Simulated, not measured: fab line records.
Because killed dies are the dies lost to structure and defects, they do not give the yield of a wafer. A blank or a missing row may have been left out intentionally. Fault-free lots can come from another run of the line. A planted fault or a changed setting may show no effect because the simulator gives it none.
Comparing a struck lot with a sound one / flow berkeley-cmos170 / 14 steps out of a route of 331
Sound: the wafers L134.2, L134.4, L134.6. The struck wafers were L148.3, L148.4, L148.5. Last of all comes the cause.
Each step with rows lists, per side, the tool, then ch with its chambers, then its first start. Under that, the readings that differ: sound wafers / struck wafers / difference of the means / sigmas: that difference in standard deviations of wafers without a fault.
alike: readings with means less than 2 such deviations apart, plus words and numbers identical on both sides. not compared: withheld readings, readings lacking a value on some wafer, bounds such as >300 that could conceal the same value, and numbers that have no deviation in the record and whose values overlap.
Wherever a step has rows on one side only, a row that says differs or no value, or a row with sigmas, the two part there. Numbers that have no deviation but don't overlap get no sigmas and don't part them. A reading that every wafer of one side lacks parts them only if that side has two wafers or more.

first, 2 steps without rows for these wafers: UCB170_ZERO_PEB_04; UCB170_ZERO_DEVELOP_05 (develop time 45 s).
UCB170_ZERO_ETCH_06: etches SiO2 in CHF3/CF4/Ar, time 12 s.
  sound on rie-diel-02 ch 1,2, day 1 18:59; struck on rie-diel-04 ch 1,2,3, day 4 19:50
  alike: CHF3_flow_sccm, chamber-pressure-mTorr, drypump-motor-current-A, oes-product-au, throttle-valve-pct
  not compared: rf-hours-counter-h
UCB170_ZERO_STRIP_07: strips in O2.
  sound on plasma-asher-04 ch 0, day 1 19:01; struck on plasma-asher-02 ch 0,1, day 4 19:54
  alike: chamber-pressure-mTorr, drypump-motor-current-A, oes-product-au, strip-time-to-endpoint-s
  not compared: rf-hours-counter-h
then, 2 steps without rows for these wafers: UCB170_NWELL_WET_ETCH_00 (etches SiO2 in dHF, time 200 s); UCB170_NWELL_OXIDATION_01 (target thk 26.4 nm, ox time 1260 s).
UCB170_NWELL_THK_MEAS_02:
  sound on film-metro-02, day 2 01:53; struck on film-metro-02, day 5 00:27
  alike: NWELL_OXIDE_THK
then, 2 steps without rows for these wafers: UCB170_NWELL_ANNEAL_03 (time 900 s); UCB170_NWELL_CVD_04 (deposits Si3N4 from SiH2Cl2/NH3, target thk 224 nm, time 3360 s).
UCB170_NWELL_THK_MEAS_05:
  sound on film-metro-03, day 2 09:11; struck on film-metro-01, day 5 03:47
  alike: NWELL_NITRIDE_THK
then, 2 steps without rows for these wafers: UCB170_NWELL_HMDS_06 (prime time 60 s); UCB170_NWELL_COAT_07 (resist thk 900 nm).
UCB170_NWELL_SOFTBAKE_08: time 60 s.
  sound on litho-track-04 ch 0, day 2 10:10; struck on litho-track-04 ch 0, day 5 04:36
reading=run-length-s (s); sound=88.97 88.91 88.99; struck=91.72 91.58 91.63; difference=+2.69; sigmas=+14
  alike: heater-power-total-W
then, 1 step without rows for these wafers: UCB170_NWELL_EXPOSE_09 (exposes mask NWELL, target cd 3000 nm).

== WHERE THEY PART ==
Only at UCB170_NWELL_SOFTBAKE_08, within this record.

WHY: what the simulator had put in
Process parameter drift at UCB170_NWELL_SOFTBAKE_08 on litho-track-04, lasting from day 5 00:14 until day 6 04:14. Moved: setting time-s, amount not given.
